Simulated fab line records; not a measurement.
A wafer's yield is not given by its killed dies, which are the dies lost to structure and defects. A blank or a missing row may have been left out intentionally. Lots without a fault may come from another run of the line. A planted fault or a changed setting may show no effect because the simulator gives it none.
Which tool was responsible? / flow berkeley cmos170 / Sampling: 14 lots, 42 wafers, 2 of 331 route steps

## WHAT THE GAUGES READ, wafer by wafer
UCB170_SILICIDE_RS_MEAS_02: uses a four-point probe to measure.
lot=L288; measured=day 7 19:57; on=film metro-01; SILICIDE_TI_RS (ohm/sq)=26.2 26.3 25.9
lot=L290; measured=day 8 07:15; on=film metro-04; SILICIDE_TI_RS (ohm/sq)=26.8 26.6 26.4
lot=L289; measured=day 8 07:55; on=film metro-04; SILICIDE_TI_RS (ohm/sq)=26.5 26.2 26.1
lot=L291; measured=day 8 19:41; on=film metro-04; SILICIDE_TI_RS (ohm/sq)=25.4 25.8 25.9
lot=L293; measured=day 8 20:32; on=film metro-04; SILICIDE_TI_RS (ohm/sq)=26.7 26.3 26.7
lot=L295; measured=day 9 10:22; on=film metro-01; SILICIDE_TI_RS (ohm/sq)=26.3 26.3 26.3
lot=L296; measured=day 9 20:42; on=film metro-04; SILICIDE_TI_RS (ohm/sq)=26.3 25.8 25.9
lot=L301; measured=day 10 12:38; on=film metro-04; SILICIDE_TI_RS (ohm/sq)=26.4 26.1 26.6
lot=L299; measured=day 10 12:41; on=film metro-03; SILICIDE_TI_RS (ohm/sq)=26.0 26.2 26.1
lot=L304; measured=day 11 04:09; on=film metro-04; SILICIDE_TI_RS (ohm/sq)=26.2 26.4 25.8
lot=L303; measured=day 11 04:22; on=film metro-01; SILICIDE_TI_RS (ohm/sq)=26.2 26.1 25.9
lot=L307; measured=day 11 17:13; on=film metro-01; SILICIDE_TI_RS (ohm/sq)=26.3 26.0 25.9
lot=L308; measured=day 11 17:13; on=film metro-04; SILICIDE_TI_RS (ohm/sq)=26.1 26.2 26.2
lot=L309; measured=day 12 10:05; on=film metro-03; SILICIDE_TI_RS (ohm/sq)=26.4 26.6 26.5

UCB170_M1_RS_MEAS_01: uses a four-point probe to measure.
lot=L288; measured=day 8 03:17; on=film metro-03; M1_AL_RS (ohm/sq)=0.0491 0.0498 0.0488
lot=L290; measured=day 8 12:01; on=film metro-01; M1_AL_RS (ohm/sq)=0.0482 0.0481 0.0488
lot=L289; measured=day 8 12:45; on=film metro-02; M1_AL_RS (ohm/sq)=0.0498 0.0484 0.0485
lot=L291; measured=day 9 00:57; on=film metro-01; M1_AL_RS (ohm/sq)=0.0490 0.0491 0.0491
lot=L293; measured=day 9 04:17; on=film metro-03; M1_AL_RS (ohm/sq)=0.0488 0.0488 0.0486
lot=L295; measured=day 9 15:05; on=film metro-01; M1_AL_RS (ohm/sq)=0.0481 0.0495 0.0478
lot=L296; measured=day 10 03:11; on=film metro-03; M1_AL_RS (ohm/sq)=0.0484 0.0481 0.0485
lot=L301; measured=day 10 19:20; on=film metro-02; M1_AL_RS (ohm/sq)=0.0480 0.0480 0.0481
lot=L299; measured=day 10 19:20; on=film metro-03; M1_AL_RS (ohm/sq)=0.0493 0.0482 0.0492
lot=L304; measured=day 11 10:47; on=film metro-01; M1_AL_RS (ohm/sq)=0.0483 0.0487 0.0480
lot=L303; measured=day 11 12:34; on=film metro-03; M1_AL_RS (ohm/sq)=0.0487 0.0488 0.0484
lot=L307; measured=day 11 23:59; on=film metro-02; M1_AL_RS (ohm/sq)=0.0488 0.0487 0.0493
lot=L308; measured=day 11 23:43; on=film metro-01; M1_AL_RS (ohm/sq)=0.0483 0.0481 0.0490
lot=L309; measured=day 12 15:28; on=film metro-02; M1_AL_RS (ohm/sq)=0.0488 0.0487 0.0489

## WHAT TOOL EACH LOT RAN ON (gives the tool, then ch and the chambers of the sampled wafers, and finally the start)
There is no process step in the record ahead of these readings.

## WHAT THE TOOLS THEMSELVES READ (means of the sampled wafers that have a number; where no wafer has one, the mark that the record gives instead)
The record holds no such reading with a usual standard deviation.

## THE ANSWER, worked out from the rows above alone
Rule: the usual values come from the lots themselves. Put in order of their means at a reading, lots are off if they are a third of the lots or fewer, leave a main group of 4 or more, and stand apart from it by a gap of 3 or more times the standard deviation of the main group's means; of several such gaps the widest counts. A main group whose means are all the same, to the digits that the tables above print for the reading, isn't used. A lot without any number at a reading at which 4 lots or more have one is off too. Where the step has rows for the other lots, those lots are counted as sound. The gauges are gone through in route order, then the tools' own readings, and for those a lot's mean is taken as printed above. At the first step where some lot is off, the reading lying furthest off is the one used; lots without a number count as furthest.
Across all readings shown, no lot is off: no conclusion can be drawn from this.

## WHAT THE SIMULATOR PUT IN
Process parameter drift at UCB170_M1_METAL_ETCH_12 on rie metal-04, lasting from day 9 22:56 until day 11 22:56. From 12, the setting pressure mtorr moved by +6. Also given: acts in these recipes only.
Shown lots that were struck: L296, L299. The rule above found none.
